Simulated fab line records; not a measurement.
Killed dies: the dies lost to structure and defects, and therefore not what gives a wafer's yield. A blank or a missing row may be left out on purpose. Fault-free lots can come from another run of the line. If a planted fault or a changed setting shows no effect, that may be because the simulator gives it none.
A lot that was struck, set against a sound lot ; flow rit_cmos ; 22 steps out of a route of 202
Sound: the wafers L906.1, L906.3, L906.5. Wafers struck: L903.2, L903.4, L903.6. At the end, the cause is stated.
For every step that has rows: the tool of each side, followed by ch and its chambers, followed by its first start. Under that, the readings that differ: sound wafers ; struck wafers ; difference of the means ; sigmas: that difference in standard deviations of wafers without a fault.
alike: same words and numbers on both sides, and readings whose means sit less than 2 such deviations apart. not compared: any withheld reading, any reading some wafer has no value for, any bound like >300 that may hide the same value, and any number with overlapping values for which the record gives no deviation.
A row with sigmas, a row that says differs or no value, or rows on one side alone: a step with any of these is where the two part. Non-overlapping numbers with no deviation appear without sigmas and do not part them. A reading that every wafer of one side lacks parts them only if that side has two wafers or more.

first, 2 steps without rows for these wafers: RIT_NSD_HARDBAKE_07 (time 60 s); RIT_NSD_IMPLANT_08.
RIT_NSD_STRIP_09: strips in O2, time 180 s.
  sound on plasma_asher-03 ch 0,1, day 6 03:49; struck on plasma_asher-03 ch 0,1, day 5 12:25
  alike: drypump_motor_current_A
  not compared: rf_hours_counter_h
RIT_NSD_TW_MEAS_10:
  sound: film_metro-03 at day 6 03:59; struck: film_metro-03 at day 5 12:37
  alike: NSD_TW
then, 6 steps without rows for these wafers: RIT_PSD_HMDS_00 (prime time 60 s); RIT_PSD_COAT_01 (resist thk 1000 nm); RIT_PSD_SOFTBAKE_02 (time 60 s); RIT_PSD_EXPOSE_03 (exposes mask M10, target cd 40900 nm); RIT_PSD_PEB_04; RIT_PSD_DEVELOP_05 (develop time 50 s).
RIT_PSD_OVL_MEAS_06:
  sound: overlay-01 at day 6 05:04; struck: overlay-01 at day 5 13:38
  alike: PSD_OVL
then, 1 step without rows for these wafers: RIT_PSD_HARDBAKE_07 (time 60 s).
RIT_PSD_IMPLANT_08:
  sound on implanter-02 ch 0, day 6 05:14; struck on implanter-01 ch 0, day 5 14:22
RIT_PSD_STRIP_09: strips in O2, time 180 s.
  sound on plasma_asher-04 ch 0,1, day 6 05:23; struck on plasma_asher-03 ch 0,1, day 5 14:30
  alike: drypump_motor_current_A
  not compared: rf_hours_counter_h
RIT_PSD_TW_MEAS_10:
  sound: film_metro-01 at day 6 05:34; struck: film_metro-02 at day 5 14:41
reading;sound;struck;difference;sigmas
PSD_TW;3407 3409 3419;3634 3627 3624;+217;+6
then, 3 steps without rows for these wafers: RIT_SDANNEAL_CLEAN_00 (cleans in SC1, time 587.1 s); RIT_SDANNEAL_CLEAN_01 (cleans in dHF, time 30 s); RIT_SDANNEAL_CLEAN_02 (cleans in SC2, time 600 s).
RIT_SDANNEAL_RTA_03: time 5 s.
  sound on rtp_anneal-01 ch 0, day 6 06:02; struck on rtp_anneal-02 ch 0, day 5 16:04
  alike: wafer_temp_C_max
RIT_SDANNEAL_RS_MEAS_04: measurement is done with a four-point probe.
  sound: film_metro-03 at day 6 06:05; struck: film_metro-03 at day 5 16:08
reading;sound;struck;difference;sigmas
PSD_RS (ohm/sq);115.1 115.5 114.8;107.1 107.2 107.6;-7.8;-24
RIT_SDANNEAL_RS_MEAS_05: measurement is done with a four-point probe.
  sound: film_metro-03 at day 6 06:13; struck: film_metro-03 at day 5 16:15
  alike: NSD_RS
RIT_M1_PROBE_99:
  sound: prober-02 at day 6 13:22; struck: prober-01 at day 6 00:15
  alike: killed_at_M0_to_M3, killed_at_contacts, killed_at_front_end, killed_dies, killed_open, killed_short

WHERE THEY PART
At RIT_PSD_TW_MEAS_10 first; at RIT_SDANNEAL_RS_MEAS_04 last (within this record only). Later steps at which nothing parts them and some readings are alike: RIT_SDANNEAL_RS_MEAS_05, RIT_M1_PROBE_99.

WHY: whatever the simulator had introduced
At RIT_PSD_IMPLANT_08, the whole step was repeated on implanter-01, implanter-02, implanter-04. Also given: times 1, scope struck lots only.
